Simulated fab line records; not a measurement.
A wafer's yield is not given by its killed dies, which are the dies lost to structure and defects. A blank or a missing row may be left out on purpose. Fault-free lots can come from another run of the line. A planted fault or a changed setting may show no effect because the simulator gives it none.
Comparing a struck lot with a sound one :: flow berkeley_cmos170 :: 23 steps out of a route of 331
Sound: wafers L341.1, L341.5, L341.6. Wafers struck: L346.2, L346.3, L346.4. The cause comes at the end.
At each step with rows: each side's tool, then ch and its chambers, then its first start. Under that, the readings that differ: sound wafers :: struck wafers :: difference of the means :: sigmas: that difference in standard deviations of wafers without a fault.
alike: a reading whose means differ by less than 2 such deviations, as well as words and numbers matching on both sides. not compared: withheld readings; readings where some wafer has no value; bounds like >300 that might hide an equal value; numbers whose values overlap and for which the record gives no deviation.
Wherever a step has rows on one side only, a row that says differs or no value, or a row with sigmas, the two part there. Numbers that have no deviation but don't overlap get no sigmas and don't part them. Lack of a reading on every wafer of one side parts them only where that side has two or more wafers.

UCB170_SILICIDE_RTA_04: time 15 s.
  sound on rtp_anneal-02 ch 0, day 7 09:42; struck on rtp_anneal-02 ch 0, day 8 00:22
  alike: lamp_power_pct, wafer_temp_C_max
then, 3 steps without rows for these wafers: UCB170_SILICIDE_WET_ETCH_05 (etches Ti in SPM, time 45 s); UCB170_CONTACT_CLEAN_00 (cleans in SPM, time 600 s); UCB170_CONTACT_CVD_01 (deposits PSG from SiH4/O2/PH3, target thk 700 nm, time 2820 s).
UCB170_CONTACT_THK_MEAS_02:
  sound: film_metro-03 at day 7 14:26; struck: film_metro-01 at day 8 03:57
  alike: CONTACT_PSG_THK
then, 3 steps without rows for these wafers: UCB170_CONTACT_HMDS_03 (prime time 60 s); UCB170_CONTACT_COAT_04 (resist thk 900 nm); UCB170_CONTACT_SOFTBAKE_05 (time 60 s).
UCB170_CONTACT_STRIP_06: strips in O2.
  sound on plasma_asher-01 ch 0,1, day 7 14:57; struck on plasma_asher-01 ch 0,1, day 8 04:56
reading: strip_time_to_endpoint_s (s)
sound: 22.04 22.07 21.93
struck: 21.89 21.85 21.86
difference: -0.15
sigmas: -2
  alike: drypump_motor_current_A, oes_product_au
  not compared: rf_hours_counter_h
then, 1 step without rows for these wafers: UCB170_CONTACT_CLEAN_07 (cleans in SPM, time 600 s).
UCB170_CONTACT_RTA_08: time 10 s.
  sound on rtp_anneal-02 ch 0, day 7 15:31; struck on rtp_anneal-02 ch 0, day 8 05:13
  alike: lamp_power_pct, wafer_temp_C_max
after that, 1 step had no rows for these wafers: UCB170_CONTACT_COAT_09.
UCB170_CONTACT_COAT_10: resist thk 900 nm.
  sound on litho_track-03 ch 0, day 7 16:00; struck on litho_track-02 ch 0, day 8 05:00
reading: spin_speed_rpm (rpm)
sound: 1501.0 1499.6 1499.5
struck: 1361.8 1362.7 1360.7
difference: -138.3
sigmas: -99 or more

reading: model.KrF_of_CONTACT_COAT_10.thk_nm (nm)
sound: 901.8 902.1 901.4
struck: 941.7 943.7 940.5
difference: +40.2
sigmas: 
then, 4 steps without rows for these wafers: UCB170_CONTACT_SOFTBAKE_11 (time 60 s); UCB170_CONTACT_EXPOSE_12 (exposes mask CONT, target cd 700 nm); UCB170_CONTACT_PEB_13; UCB170_CONTACT_DEVELOP_14 (develop time 45 s).
UCB170_CONTACT_CD_MEAS_15 targets a cd of 700 nm.
  sound: cd_sem-01 at day 7 17:34; struck: cd_sem-01 at day 8 06:51
  alike: cd_nm
UCB170_CONTACT_OVL_MEAS_16:
  sound: overlay-01 at day 7 17:41; struck: overlay-02 at day 8 06:58
reading: CONTACT_OVL (nm)
sound: -2 4 3
struck: -7 -11 -7
difference: -10
sigmas: -2
UCB170_CONTACT_ETCH_17: etches BARC in N2/H2.
  sound on rie_diel-03 ch 1,2, day 7 17:43; struck on rie_diel-01 ch 0,1,3, day 8 06:59
  alike: drypump_motor_current_A, oes_product_au, throttle_valve_pct
UCB170_CONTACT_ETCH_18: etches PSG in CHF3/CF4/Ar, stops on TiSi2, target depth 840 nm, time 195 s.
  sound on rie_diel-03 ch 1,2; struck on rie_diel-01 ch 0,1,3
reading: model.KrF_of_CONTACT_COAT_10.thk_nm (nm)
sound: 694.7 693.9 692.5
struck: 732.1 736.8 732.9
difference: +40.2
sigmas: 
  alike: drypump_motor_current_A, mfc_ar_sccm, oes_product_au, throttle_valve_pct
  not compared: rf_hours_counter_h
UCB170_CONTACT_STRIP_19: strips in O2.
  sound on plasma_asher-03 ch 0,1, day 7 17:53; struck on plasma_asher-01 ch 0,1, day 8 07:09
  alike: drypump_motor_current_A, oes_product_au
  not compared: rf_hours_counter_h
after that, 1 step had no rows for these wafers: UCB170_M3_PROBE_99.

WHERE THEY PART
First at UCB170_CONTACT_STRIP_06; last, within this record, at UCB170_CONTACT_OVL_MEAS_16. Later steps at which nothing parts them and some readings are alike: UCB170_CONTACT_ETCH_17, UCB170_CONTACT_ETCH_18, UCB170_CONTACT_STRIP_19.

WHY: whatever the simulator had introduced
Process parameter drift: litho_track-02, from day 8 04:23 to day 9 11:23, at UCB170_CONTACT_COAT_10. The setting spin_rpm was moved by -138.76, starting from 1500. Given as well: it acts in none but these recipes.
